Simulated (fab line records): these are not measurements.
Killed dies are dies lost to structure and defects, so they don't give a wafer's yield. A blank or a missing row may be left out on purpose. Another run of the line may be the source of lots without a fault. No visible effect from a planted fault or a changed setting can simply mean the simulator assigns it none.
Struck lot and sound lot, side by side | flow rit_cmos | 17 steps out of a route of 202
Sound: wafers L697.1, L697.2, L697.4. Struck: wafer L700.5. (L700.1, L700.4 of the same lot were not struck and are left out.) The cause comes at the end.
Order at every step that has rows: each side's tool, ch and its chambers, its first start. Under that, the readings that differ: sound wafers | struck wafers | difference of the means | sigmas: that difference in standard deviations of wafers without a fault.
alike: same words and numbers on both sides, and readings whose means sit less than 2 such deviations apart. not compared: any withheld reading, any reading some wafer has no value for, any bound like >300 that may hide the same value, and any number with overlapping values for which the record gives no deviation.
Wherever a step has rows on one side only, a row that says differs or no value, or a row with sigmas, the two part there. When numbers do not overlap yet have no deviation, they are printed without sigmas and do not part them. A reading that every wafer of one side lacks parts them only if that side has two wafers or more.

first, 1 step without rows for these wafers: RIT_PSD_IMPLANT_08.
RIT_PSD_STRIP_09: strips in O2, time 180 s.
  sound on plasma_asher-01 ch 0,1, day 3 16:19; struck on plasma_asher-03 ch 0, day 4 14:22
  alike: drypump_motor_current_A
  not compared: rf_hours_counter_h
RIT_PSD_TW_MEAS_10:
  struck on film_metro-03, day 4 14:32; sound on film_metro-03, day 3 16:30
  reading | sound          | struck | difference | sigmas
  PSD_TW  | 3435 3436 3426 | 3391   | -41        | -2
then, 3 steps without rows for these wafers: RIT_SDANNEAL_CLEAN_00 (cleans in SC1, time 600 s); RIT_SDANNEAL_CLEAN_01 (cleans in dHF, time 30 s); RIT_SDANNEAL_CLEAN_02 (cleans in SC2, time 600 s).
RIT_SDANNEAL_RTA_03: time 5 s.
  sound on rtp_anneal-01 ch 0, day 3 16:56; struck on rtp_anneal-02 ch 0, day 4 14:59
  alike: chamber_o2_ppm, wafer_temp_C_max
RIT_SDANNEAL_RS_MEAS_04: measurement is done with a four-point probe.
  struck on film_metro-03, day 4 15:06; sound on film_metro-04, day 3 16:59
  alike: PSD_RS
RIT_SDANNEAL_RS_MEAS_05: measurement is done with a four-point probe.
  struck on film_metro-03, day 4 15:13; sound on film_metro-04, day 3 17:06
  reading         | sound          | struck | difference | sigmas
  NSD_RS (ohm/sq) | 84.7 84.8 85.0 | 84.1   | -0.7       | -2
RIT_SDANNEAL_RS_MEAS_06: measurement is done with a four-point probe.
  struck on film_metro-03, day 4 15:20; sound on film_metro-04, day 3 17:13
  alike: PLDD_RS
RIT_SDANNEAL_RS_MEAS_07: measurement is done with a four-point probe.
  struck on film_metro-03, day 4 15:28; sound on film_metro-04, day 3 17:20
  alike: NLDD_RS
then, 1 step without rows for these wafers: RIT_SILICIDE_WET_ETCH_00 (etches SiO2 in BOE, target depth 14 nm, time 15 s).
RIT_SILICIDE_SPUTTER_01: material Ti, target thk 30 nm, time 240 s.
  struck on pvd_sputter-04, day 4 15:35; sound on pvd_sputter-02, day 3 17:29
  reading                                     | sound            | struck | difference | sigmas
  model.Ti_of_SILICIDE_SPUTTER_01.thk_nm (nm) | 30.74 30.91 31.1 | 33.94  | +3.02      |
  alike: throttle_valve_pct
RIT_SILICIDE_RS_MEAS_02: measurement is done with a four-point probe.
  struck on film_metro-02, day 4 15:44; sound on film_metro-01, day 3 17:38
  reading                 | sound          | struck | difference | sigmas
  SILICIDE_TI_RS (ohm/sq) | 46.4 46.1 45.7 | 41.1   | -5.0       | -8
RIT_SILICIDE_THK_MEAS_03: measures by xrf.
  struck on film_metro-02, day 4 15:52; sound on film_metro-01, day 3 17:45
  reading              | sound          | struck | difference | sigmas
  SILICIDE_TI_THK (nm) | 30.5 30.5 30.8 | 34.0   | +3.4       | +9
RIT_SILICIDE_RTA_04: time 10 s, ramp up 5 s, ramp down 5 s.
  sound on rtp_anneal-02 ch 0, day 3 17:49; struck on rtp_anneal-01 ch 0, day 4 15:55
  alike: chamber_o2_ppm, wafer_temp_C_max
RIT_M1_PROBE_99:
  struck on prober-01, day 4 22:44; sound on prober-01, day 4 00:22
  reading                              | sound             | struck | difference | sigmas
  model.etest.npoly_line.line_ohm_um   | 162.3 167.4 166.8 | 158.8  | -6.7       |
  model.etest.ppoly_line.line_ohm_um   | 159.2 163.2 161.2 | 155    | -6         |
  model.etest.contact_pplus.end_ohm_um | 44.74 44.24 44.57 | 52.37  | +7.85      |
  model.etest.contact_nplus.end_ohm_um | 41.77 42.2 42.34  | 47.1   | +5.0       |
  model.etest.npoly_line.rs_ohm_sq     | 16.71 16.74 16.58 | 15.47  | -1.21      |
  model.etest.ppoly_line.rs_ohm_sq     | 16.46 16.11 16.09 | 15.16  | -1.06      |
  model.etest.npoly_sal.rs_ohm_sq      | 4.295 4.272 4.253 | 3.876  | -0.397     |
  model.etest.ppoly_sal.rs_ohm_sq      | 4.246 4.239 4.187 | 3.849  | -0.375     |
  alike: killed_at_contacts, killed_at_front_end, killed_dies, killed_open, killed_short

== WHERE THEY PART ==
Earliest at RIT_PSD_TW_MEAS_10; latest, in this record, at RIT_SILICIDE_THK_MEAS_03. Later steps at which nothing parts them and some readings are alike: RIT_SILICIDE_RTA_04, RIT_M1_PROBE_99.

WHY: the cause the simulator had injected
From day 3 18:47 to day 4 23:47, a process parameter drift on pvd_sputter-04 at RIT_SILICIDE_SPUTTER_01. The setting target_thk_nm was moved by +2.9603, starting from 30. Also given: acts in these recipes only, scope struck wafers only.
